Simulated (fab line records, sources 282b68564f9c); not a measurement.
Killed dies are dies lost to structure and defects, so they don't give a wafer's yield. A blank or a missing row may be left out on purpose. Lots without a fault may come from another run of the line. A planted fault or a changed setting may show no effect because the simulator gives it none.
A struck lot beside a sound one | flow rit_cmos | 39 steps out of a route of 202
Sound: wafers L576.1, L576.3, L576.5. Struck: wafers L582.1, L582.2, L582.3. The cause comes at the end.
At each step with rows: each side's tool, then ch and its chambers, then its first start. Under that, the readings that differ: sound wafers | struck wafers | difference of the means | sigmas: that difference in standard deviations of wafers without a fault.
alike: readings whose means differ by less than 2 such deviations, and words and numbers that are the same on both sides. not compared: withheld readings, readings that some wafer has no value for, bounds like >300 that may hide the same value, and numbers for which the record gives no deviation and whose values overlap.
The two part at a step that has a row with sigmas, a row that says differs or no value, or rows on one side only. Numbers that don't overlap but have no deviation are shown without sigmas and don't part them. A reading that every wafer of one side lacks parts them only if that side has two wafers or more.

first, 3 steps without rows for these wafers: RIT_GATE_EXPOSE_13 (exposes mask M6, target cd 150 nm); RIT_GATE_PEB_14; RIT_GATE_DEVELOP_15 (develop time 50 s).
RIT_GATE_CD_MEAS_16: target cd 150 nm.
  sound on cd_sem-02, day 3 10:18; struck on cd_sem-02, day 4 20:38
  alike: cd_nm
RIT_GATE_OVL_MEAS_17:
  sound on overlay-01, day 3 10:25; struck on overlay-01, day 4 20:45
  alike: GATE_OVL
then, 1 step without rows for these wafers: RIT_GATE_HARDBAKE_18 (time 60 s).
RIT_GATE_ETCH_19: etches poly-Si in SF6/CHF3/O2, stops on SiO2, time 165 s, target depth 312.5 nm.
  sound on rie_si-01 ch 0,2,3, day 3 10:37; struck on rie_si-01 ch 1,2,3, day 4 20:56
  alike: chamber_pressure_mTorr, drypump_motor_current_A, oes_product_au, throttle_valve_pct
  not compared: rf_hours_counter_h
RIT_GATE_STRIP_20: strips in O2, time 180 s.
  sound on plasma_asher-04 ch 1, day 3 10:43; struck on plasma_asher-03 ch 0,1, day 4 21:03
  alike: chamber_pressure_mTorr, drypump_motor_current_A
  not compared: rf_hours_counter_h
RIT_GATE_CD_MEAS_90: target cd 150 nm.
  sound on cd_sem-02, day 3 10:53; struck on cd_sem-01, day 4 21:13
  alike: cd_nm
then, 3 steps without rows for these wafers: RIT_REOX_CLEAN_00 (cleans in SC1, time 600 s); RIT_REOX_CLEAN_01 (cleans in dHF, time 30 s); RIT_REOX_CLEAN_02 (cleans in SC2, time 600 s).
RIT_REOX_OXIDATION_03: target thk 25.2 nm, ox time 5580 s.
  sound on furnace-04 ch 0, day 3 12:32; struck on furnace-04 ch 0, day 4 21:43
  reading                                     | sound             | struck            | difference | sigmas
  spike_tc_centre_C (C)                       | 902.2 902.8 901.9 | 914.8 913.1 914.3 | +11.8      | +7
  model.SiO2_of_REOX_OXIDATION_03.thk_nm (nm) | 25.78 25.8 25.47  | 26.42 26.11 26    | +0.49      |
  alike: zone_power_load_pct
RIT_REOX_THK_MEAS_04:
  sound on film_metro-03, day 3 15:05; struck on film_metro-01, day 5 00:16
  alike: REOX_OXIDE_THK
then, 6 steps without rows for these wafers: RIT_NLDD_HMDS_00 (prime time 60 s); RIT_NLDD_COAT_01 (resist thk 1000 nm); RIT_NLDD_SOFTBAKE_02 (time 60 s); RIT_NLDD_EXPOSE_03 (exposes mask M7, target cd 40700 nm); RIT_NLDD_PEB_04; RIT_NLDD_DEVELOP_05 (develop time 50 s).
RIT_NLDD_OVL_MEAS_06:
  sound on overlay-01, day 3 16:18; struck on overlay-01, day 5 01:10
  reading       | sound       | struck         | difference | sigmas
  NLDD_OVL (nm) | 3.0 1.0 0.6 | -2.9 -0.6 -1.1 | -3.1       | -2
then, 2 steps without rows for these wafers: RIT_NLDD_HARDBAKE_07 (time 60 s); RIT_NLDD_IMPLANT_08.
RIT_NLDD_STRIP_09: strips in O2, time 180 s.
  sound on plasma_asher-04 ch 0,1, day 3 16:38; struck on plasma_asher-01 ch 0,1, day 5 01:30
  reading                     | sound       | struck      | difference | sigmas
  drypump_motor_current_A (A) | 6.6 6.1 6.5 | 5.6 5.1 5.1 | -1.1       | -2
  alike: chamber_pressure_mTorr
  not compared: rf_hours_counter_h
RIT_NLDD_TW_MEAS_10:
  sound on film_metro-03, day 3 16:49; struck on film_metro-03, day 5 01:41
  alike: NLDD_TW
then, 6 steps without rows for these wafers: RIT_PLDD_HMDS_00 (prime time 60 s); RIT_PLDD_COAT_01 (resist thk 1000 nm); RIT_PLDD_SOFTBAKE_02 (time 60 s); RIT_PLDD_EXPOSE_03 (exposes mask M8, target cd 40900 nm); RIT_PLDD_PEB_04; RIT_PLDD_DEVELOP_05 (develop time 50 s).
RIT_PLDD_OVL_MEAS_06:
  sound on overlay-01, day 3 17:50; struck on overlay-01, day 5 02:38
  alike: PLDD_OVL
then, 2 steps without rows for these wafers: RIT_PLDD_HARDBAKE_07 (time 60 s); RIT_PLDD_IMPLANT_08.
RIT_PLDD_STRIP_09: strips in O2, time 180 s.
  sound on plasma_asher-01 ch 0,1, day 3 18:11; struck on plasma_asher-01 ch 0,1, day 5 03:05
  alike: chamber_pressure_mTorr, drypump_motor_current_A
  not compared: rf_hours_counter_h
RIT_PLDD_TW_MEAS_10:
  sound on film_metro-03, day 3 18:21; struck on film_metro-02, day 5 03:16
  alike: PLDD_TW
RIT_SPACER_CLEAN_00: cleans in SC1, time 600 s.
  sound on wet_bench-04 ch 0, day 3 18:25; struck on wet_bench-03 ch 1, day 5 03:19
  reading                                     | sound             | struck            | difference | sigmas
  model.SiO2_of_REOX_OXIDATION_03.thk_nm (nm) | 23.81 23.83 23.53 | 24.35 24.07 23.97 | +0.41      |
then, 1 step without rows for these wafers: RIT_SPACER_CLEAN_01 (cleans in dHF, time 30 s).
RIT_M1_PROBE_99:
  sound on prober-01, day 4 07:52; struck on prober-02, day 5 16:45
  reading                               | sound               | struck               | difference | sigmas
  killed_at_M0_to_M3                    | 0 0 1               | 0 0 0                | +0         | -4
  model.etest.pmos_turned.r_on_ohm_um   | 3460 3370 3395      | 3574 3507 3563       | +140       |
  model.etest.pldd.rs_ohm_sq            | 502.6 504.4 487.9   | 565.4 549.9 544.7    | +55.0      |
  model.etest.nmos_turned.drive_ua_um   | 312.2 318.3 317.9   | 320.9 327.7 326.5    | +8.9       |
  model.etest.pldd.line_ohm_um          | 160.6 158.4 150.6   | 178 176.5 171.6      | +19        |
  model.etest.pmos_turned.drive_ua_um   | 187.6 194.1 192.6   | 179.5 185.6 182.4    | -8.9       |
  model.etest.pmos_turned.overlap_ff_um | 0.3511 0.3577 0.358 | 0.3345 0.3467 0.3431 | -0.0142    |
  alike: killed_at_front_end, killed_dies, killed_open, killed_short
  not compared: model.etest.nldd.rs_ohm_sq, model.etest.nldd.line_ohm_um

WHERE THEY PART
First at RIT_REOX_OXIDATION_03; last, within this record, at RIT_M1_PROBE_99.

WHY: what the simulator had put in
Process parameter drift: furnace-04, from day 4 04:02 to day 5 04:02, at RIT_REOX_OXIDATION_03. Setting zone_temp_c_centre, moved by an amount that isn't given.
